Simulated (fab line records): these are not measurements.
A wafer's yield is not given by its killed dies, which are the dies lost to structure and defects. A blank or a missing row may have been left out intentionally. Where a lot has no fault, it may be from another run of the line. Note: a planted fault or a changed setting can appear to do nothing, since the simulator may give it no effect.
A lot that was struck, set against a sound lot + flow rit-cmos + 15 steps out of a route of 202
Sound: wafers L924.1, L924.2, L924.5. Wafers L934.2, L934.3, L934.4 were the ones struck. The cause is named last.
For every step that has rows: the tool of each side, followed by ch and its chambers, followed by its first start. Under that, the readings that differ: sound wafers + struck wafers + difference of the means + sigmas: that difference in standard deviations of wafers without a fault.
alike: a reading whose means differ by less than 2 such deviations, as well as words and numbers matching on both sides. not compared: withheld readings; readings where some wafer has no value; bounds like >300 that might hide an equal value; numbers whose values overlap and for which the record gives no deviation.
The two part at a step that has a row with sigmas, a row that says differs or no value, or rows on one side only. Numbers that have no deviation but don't overlap get no sigmas and don't part them. Lack of a reading on every wafer of one side parts them only where that side has two or more wafers.

first, 1 step without rows for these wafers: RIT_SDANNEAL_CLEAN_02 (cleans in SC2, time 600 s).
RIT_SDANNEAL_RTA_03: time 5 s.
  sound on rtp-anneal-01 ch 0, day 5 01:33; struck on rtp-anneal-01 ch 0, day 7 01:28
  alike: wafer_temp_C_max
RIT_SDANNEAL_RS_MEAS_04: measures by four-point-probe.
  sound: film-metro-04 at day 5 01:37; struck: film-metro-03 at day 7 01:32
  alike: PSD_RS
RIT_SDANNEAL_RS_MEAS_05: measures by four-point-probe.
  sound: film-metro-04 at day 5 01:44; struck: film-metro-03 at day 7 01:39
  alike: NSD_RS
RIT_SDANNEAL_RS_MEAS_06: measures by four-point-probe.
  sound: film-metro-04 at day 5 01:51; struck: film-metro-03 at day 7 01:46
  alike: PLDD_RS
RIT_SDANNEAL_RS_MEAS_07: measures by four-point-probe.
  sound: film-metro-04 at day 5 01:58; struck: film-metro-03 at day 7 01:53
  alike: NLDD_RS
then, 1 step without rows for these wafers: RIT_SILICIDE_WET_ETCH_00 (etches SiO2 in BOE, target depth 14 nm, time 15 s).
RIT_SILICIDE_SPUTTER_01: material Ti, target thk 30 nm, time 240 s.
  sound: pvd-sputter-03 at day 5 02:06; struck: pvd-sputter-01 at day 7 02:00
  alike: throttle-valve-pct
RIT_SILICIDE_RS_MEAS_02: measures by four-point-probe.
  sound: film-metro-01 at day 5 02:15; struck: film-metro-03 at day 7 02:10
  alike: SILICIDE_TI_RS
RIT_SILICIDE_THK_MEAS_03: measures by xrf.
  sound: film-metro-01 at day 5 02:22; struck: film-metro-03 at day 7 02:17
| reading              | sound          | struck         | difference | sigmas |
|----------------------|----------------|----------------|------------|--------|
| SILICIDE_TI_THK (nm) | 30.0 30.3 30.3 | 29.6 29.4 29.7 | -0.6       | -2     |
RIT_SILICIDE_RTA_04: time 10 s, ramp up 5 s, ramp down 5 s.
  sound on rtp-anneal-02 ch 0, day 5 02:26; struck on rtp-anneal-02 ch 0, day 7 02:21
  alike: wafer_temp_C_max
then, 1 step without rows for these wafers: RIT_SILICIDE_WET_ETCH_05 (etches Ti in SPM, time 120 s).
RIT_SILICIDE_RTA_06: time 10 s, ramp up 5 s, ramp down 10 s.
  sound on rtp-anneal-01 ch 0, day 5 02:32; struck on rtp-anneal-01 ch 0, day 7 02:27
| reading          | sound             | struck            | difference | sigmas |
|------------------|-------------------|-------------------|------------|--------|
| wafer_temp_C_max | 753.9 752.6 752.6 | 693.5 693.7 693.9 | -59.3      | -82    |
RIT_CONTACT_CVD_00: deposits SiO2 from TEOS, target thk 400 nm, time 61 s.
  sound on pecvd-01 ch 0,2, day 5 02:37; struck on pecvd-02 ch 0,1, day 7 02:31
  alike: heater-power-w, susceptor-temp-C
RIT_M1_PROBE_99:
  sound: prober-02 at day 5 09:06; struck: prober-01 at day 7 09:30
| reading                           | sound             | struck            | difference | sigmas |
|-----------------------------------|-------------------|-------------------|------------|--------|
| model.etest.npoly-sal.rs-ohm-sq   | 4.321 4.346 4.307 | 13.8 13.95 13.79  | +9.5       |        |
| model.etest.ppoly-sal.rs-ohm-sq   | 4.267 4.279 4.266 | 13.43 13.65 13.42 | +9.23      |        |
| model.etest.pplus-sal.rs-ohm-sq   | 4.272 4.271 4.28  | 13.42 13.6 13.39  | +9.20      |        |
| model.etest.nplus-sal.rs-ohm-sq   | 4.254 4.268 4.287 | 13.35 13.33 13.28 | +9.05      |        |
| model.etest.pplus-sal.line-ohm-um | 1.258 1.239 1.241 | 3.902 3.985 3.901 | +2.683     |        |
| model.etest.nplus-sal.line-ohm-um | 1.25 1.241 1.241  | 3.833 3.871 3.836 | +2.603     |        |
| model.etest.contact-pplus.rc-ohm  | 1.341 1.391 1.348 | 3.908 4.017 4.048 | +2.631     |        |
| model.etest.contact-ppoly.rc-ohm  | 1.394 1.339 1.415 | 3.706 3.914 3.877 | +2.450     |        |
  alike: killed-at-contacts, killed-at-front-end, killed-dies, killed-open, killed-short

## WHERE THEY PART
Last at RIT_SILICIDE_RTA_06 as far as this record goes, first at RIT_SILICIDE_THK_MEAS_03. Later steps at which nothing parts them and some readings are alike: RIT_CONTACT_CVD_00, RIT_M1_PROBE_99.

WHY: what had been put in by the simulator
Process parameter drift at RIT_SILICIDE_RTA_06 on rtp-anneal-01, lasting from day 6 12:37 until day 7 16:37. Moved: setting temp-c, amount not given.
